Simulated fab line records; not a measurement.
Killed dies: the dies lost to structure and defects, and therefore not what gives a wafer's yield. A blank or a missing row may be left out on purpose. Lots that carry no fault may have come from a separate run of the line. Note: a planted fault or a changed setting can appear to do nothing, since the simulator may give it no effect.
Split-lot experiment | flow rit cmos | 23 wafers read from 5 lots, route of 202 steps

## ABOUT THE SPLIT
At RIT_PRETRO_COAT_01 (resist thk 1300 nm), the setting resist thk nm was moved away from the recipe's 1300 nm on 11 of the 23 wafers read, by -5.8% to +4.7%. All remaining wafers had this setting at the recipe value.

## FROM THE SPLIT TO THE READING: what the file shows between them, 3 steps
- RIT_PRETRO_SOFTBAKE_02: time 60 s
- RIT_PRETRO_EXPOSE_03: exposes mask M5, target cd 43700 nm
- RIT_PRETRO_DEVELOP_05: develop time 68 s

## THE READING
NOVOLAK_of_PRETRO_COAT_01.thk nm (the simulator's own value, which no gauge read), in nm, at RIT_PRETRO_HARDBAKE_07 (time 120 s). There is no usual value for it anywhere in the file. Here, 12 wafers ran the recipe; their average is 1136 nm with a standard deviation of 2.3 nm.

wafer  | tool, chamber at the split | resist thk nm as run, nm | against the recipe | NOVOLAK_of_PRETRO_COAT_01.thk nm, nm | against lot-mates on the recipe
L077.4 | litho track-04, 0          | 1300                     | recipe             | 1134                                 | -
L077.5 | litho track-04, 0          | 1300                     | recipe             | 1137                                 | -
L077.6 | litho track-04, 0          | 1300                     | recipe             | 1136                                 | -
L082.1 | litho track-04, 0          | 1251                     | -3.8%              | 1094                                 | -42
L082.4 | litho track-04, 0          | 1251                     | -3.8%              | 1094                                 | -42
L082.2 | litho track-04, 0          | 1251                     | -3.8%              | 1092                                 | -44
L082.3 | litho track-04, 0          | 1300                     | recipe             | 1138                                 | -
L082.6 | litho track-04, 0          | 1300                     | recipe             | 1135                                 | -
L083.2 | litho track-04, 0          | 1300                     | recipe             | 1137                                 | -
L083.3 | litho track-04, 0          | 1300                     | recipe             | 1135                                 | -
L083.4 | litho track-04, 0          | 1361                     | +4.7%              | 1190                                 | +53
L083.5 | litho track-04, 0          | 1361                     | +4.7%              | 1190                                 | +53
L083.6 | litho track-04, 0          | 1300                     | recipe             | 1138                                 | -
L084.1 | litho track-03, 0          | 1300                     | recipe             | 1136                                 | -
L084.5 | litho track-03, 0          | 1300                     | recipe             | 1136                                 | -
L084.2 | litho track-03, 0          | 1272                     | -2.2%              | 1113                                 | -23
L084.3 | litho track-03, 0          | 1272                     | -2.2%              | 1109                                 | -27
L084.6 | litho track-03, 0          | 1272                     | -2.2%              | 1110                                 | -26
L085.1 | litho track-02, 0          | 1224                     | -5.8%              | 1064                                 | -68
L085.3 | litho track-02, 0          | 1224                     | -5.8%              | 1065                                 | -68
L085.4 | litho track-02, 0          | 1300                     | recipe             | 1136                                 | -
L085.5 | litho track-02, 0          | 1224                     | -5.8%              | 1068                                 | -64
L085.6 | litho track-02, 0          | 1300                     | recipe             | 1129                                 | -

FIT RESULTS
A straight line over all 23 wafers: NOVOLAK_of_PRETRO_COAT_01.thk nm changes by +11.7 nm for each +1% of resist thk nm; r = +1.00; the points scatter about the line by 2.2 nm.
The same after taking each lot's own level away (the mean of its wafers on the recipe; 23 wafers): +11.4 nm for each +1%; r = +1.00; scatter 1.7 nm.
On that fit, the largest move of resist thk nm shifts the reading by 67 nm.
The span of the lots' own levels, 1132.5 to 1136.7 nm, comes to 1.8 times the standard deviation stated above.
Consequently the slope shifts little with the lot-to-lot level, the two slopes agreeing.
Check: with one of the wafers moved furthest among these (-5.8%) left out of the fit, the line predicts -66.6 nm for it against its lot-mates. It came out at -68.5 nm against them.

## OTHER SPLITS ON THESE WAFERS
These wafers also went through other splits before the reading. Each is held against what the fit with the lots' levels taken away leaves over:
other split on the same wafers      | wafers away from the commonest value | r with NOVOLAK_of_PRETRO_COAT_01.thk nm (lot level and that fit taken away)
RIT_ACTIVE_CVD_03 sih2cl2 flow sccm | 15                                   | +0.03
RIT_ACTIVE_ETCH_13 over etch frac   | 2                                    | -0.13
RIT_FOX2_OXIDATION_00 temp c        | 10                                   | -0.01
RIT_NWELL_IMPLANT_08 energy kev     | 9                                    | +0.26
RIT_NRETRO_IMPLANT_08 energy kev    | 10                                   | -0.31

## THE WHOLE CHAIN: every reading that the file lists as answering this split, in the file's order
step                   | what it does       | reading                                                                           | change (the file's fit)              | r (the file's)
RIT_PRETRO_COAT_01     | resist thk 1300 nm | NOVOLAK_of_PRETRO_COAT_01.thk nm (the simulator's own value, which no gauge read) | +13.3 nm for each +1% of the setting | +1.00
RIT_PRETRO_HARDBAKE_07 | time 120 s         | NOVOLAK_of_PRETRO_COAT_01.thk nm (the simulator's own value, which no gauge read) | +11.4 nm for each +1% of the setting | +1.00

## THE FILE'S OWN FIT
NOVOLAK_of_PRETRO_COAT_01.thk nm changes by +11.4 nm for each +1% of resist thk nm, r = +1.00.
